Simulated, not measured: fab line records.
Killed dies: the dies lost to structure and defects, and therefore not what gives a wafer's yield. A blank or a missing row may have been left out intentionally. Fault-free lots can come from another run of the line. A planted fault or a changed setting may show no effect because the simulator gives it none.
Matching of chambers || flow berkeley cmos170 || UCB170_V1_ETCH_14 on rie diel-04 has 4 sister chambers
The step etches SiO2 in CHF3/CF4/Ar, stops on Al, target depth 1250 nm, time 291 s. 14 wafers are shown with their chamber, then 7 later ones without.

EACH WAFER AND ITS CHAMBER
{"wafer": "L988.1", "chamber": 2, "drypump motor current A (A)": 5.1, "throttle valve pct (%)": 6.95, "oes product au (a.u.)": 0.892}
{"wafer": "L988.2", "chamber": 1, "drypump motor current A (A)": 5.6, "throttle valve pct (%)": 6.96, "oes product au (a.u.)": 0.864}
{"wafer": "L988.4", "chamber": 3, "drypump motor current A (A)": 6.0, "throttle valve pct (%)": 6.99, "oes product au (a.u.)": 0.890}
{"wafer": "L993.1", "chamber": 3, "drypump motor current A (A)": 6.0, "throttle valve pct (%)": 6.99, "oes product au (a.u.)": 0.899}
{"wafer": "L993.3", "chamber": 1, "drypump motor current A (A)": 5.6, "throttle valve pct (%)": 6.98, "oes product au (a.u.)": 0.866}
{"wafer": "L993.6", "chamber": 1, "drypump motor current A (A)": 5.6, "throttle valve pct (%)": 6.98, "oes product au (a.u.)": 0.862}
{"wafer": "L996.1", "chamber": 2, "drypump motor current A (A)": 5.1, "throttle valve pct (%)": 6.97, "oes product au (a.u.)": 0.888}
{"wafer": "L996.4", "chamber": 1, "drypump motor current A (A)": 5.6, "throttle valve pct (%)": 6.97, "oes product au (a.u.)": 0.867}
{"wafer": "L996.6", "chamber": 3, "drypump motor current A (A)": 5.9, "throttle valve pct (%)": 6.99, "oes product au (a.u.)": 0.897}
{"wafer": "L998.1", "chamber": 0, "drypump motor current A (A)": 5.7, "throttle valve pct (%)": 6.85, "oes product au (a.u.)": 0.865}
{"wafer": "L998.2", "chamber": 2, "drypump motor current A (A)": 5.1, "throttle valve pct (%)": 6.96, "oes product au (a.u.)": 0.885}
{"wafer": "L998.6", "chamber": 2, "drypump motor current A (A)": 5.1, "throttle valve pct (%)": 6.96, "oes product au (a.u.)": 0.889}
{"wafer": "L103.3", "chamber": 3, "drypump motor current A (A)": 6.0, "throttle valve pct (%)": 7.00, "oes product au (a.u.)": 0.893}
{"wafer": "L103.4", "chamber": 0, "drypump motor current A (A)": 5.7, "throttle valve pct (%)": 6.83, "oes product au (a.u.)": 0.876}

SIGNATURES (means of the wafers above)
{"reading": "drypump motor current A", "chamber 0": 5.700, "chamber 1": 5.600, "chamber 2": 5.100, "chamber 3": 5.975, "scatter within a chamber": 0.0274}
{"reading": "throttle valve pct", "chamber 0": 6.8400, "chamber 1": 6.9725, "chamber 2": 6.9600, "chamber 3": 6.9925, "scatter within a chamber": 0.00866}
{"reading": "oes product au", "chamber 0": 0.87050, "chamber 1": 0.86475, "chamber 2": 0.88850, "chamber 3": 0.89475, "scatter within a chamber": 0.00386}
Rule: a wafer's distance from a chamber is the root of the sum, over the readings, of the square of ((its reading less the chamber's mean) divided by the reading's scatter). The wafer belongs to the nearest chamber; if the next one is less than 2 further off, it can't be placed. The scatter: the root of (the sum of the squares of (reading less its chamber's mean) over the shown wafers, divided by (wafers less chambers)).

WAFERS MISSING THEIR CHAMBER
{"wafer": "L103.6", "drypump motor current A (A)": 5.7, "throttle valve pct (%)": 6.85, "oes product au (a.u.)": 0.865}
{"wafer": "L110.4", "drypump motor current A (A)": 5.6, "throttle valve pct (%)": 6.97, "oes product au (a.u.)": 0.865}
{"wafer": "L110.5", "drypump motor current A (A)": 5.7, "throttle valve pct (%)": 6.84, "oes product au (a.u.)": 0.870}
{"wafer": "L110.6", "drypump motor current A (A)": 6.0, "throttle valve pct (%)": 7.00, "oes product au (a.u.)": 0.891}
{"wafer": "L109.1", "drypump motor current A (A)": 5.5, "throttle valve pct (%)": 6.98, "oes product au (a.u.)": 0.862}
{"wafer": "L109.4", "drypump motor current A (A)": 6.0, "throttle valve pct (%)": 6.99, "oes product au (a.u.)": 0.889}
{"wafer": "L109.5", "drypump motor current A (A)": 5.5, "throttle valve pct (%)": 6.96, "oes product au (a.u.)": 0.859}

CHAMBER TAKEN BY EACH
{"wafer": "L103.6", "from the rows above": 0, "in truth": 0}
{"wafer": "L110.4", "from the rows above": 1, "in truth": 1}
{"wafer": "L110.5", "from the rows above": 0, "in truth": 0}
{"wafer": "L110.6", "from the rows above": 3, "in truth": 3}
{"wafer": "L109.1", "from the rows above": 1, "in truth": 1}
{"wafer": "L109.4", "from the rows above": 3, "in truth": 3}
{"wafer": "L109.5", "from the rows above": 1, "in truth": 1}
7 of 7 placed correctly. Left unplaced by these rows: 0. 0 placed wrongly.
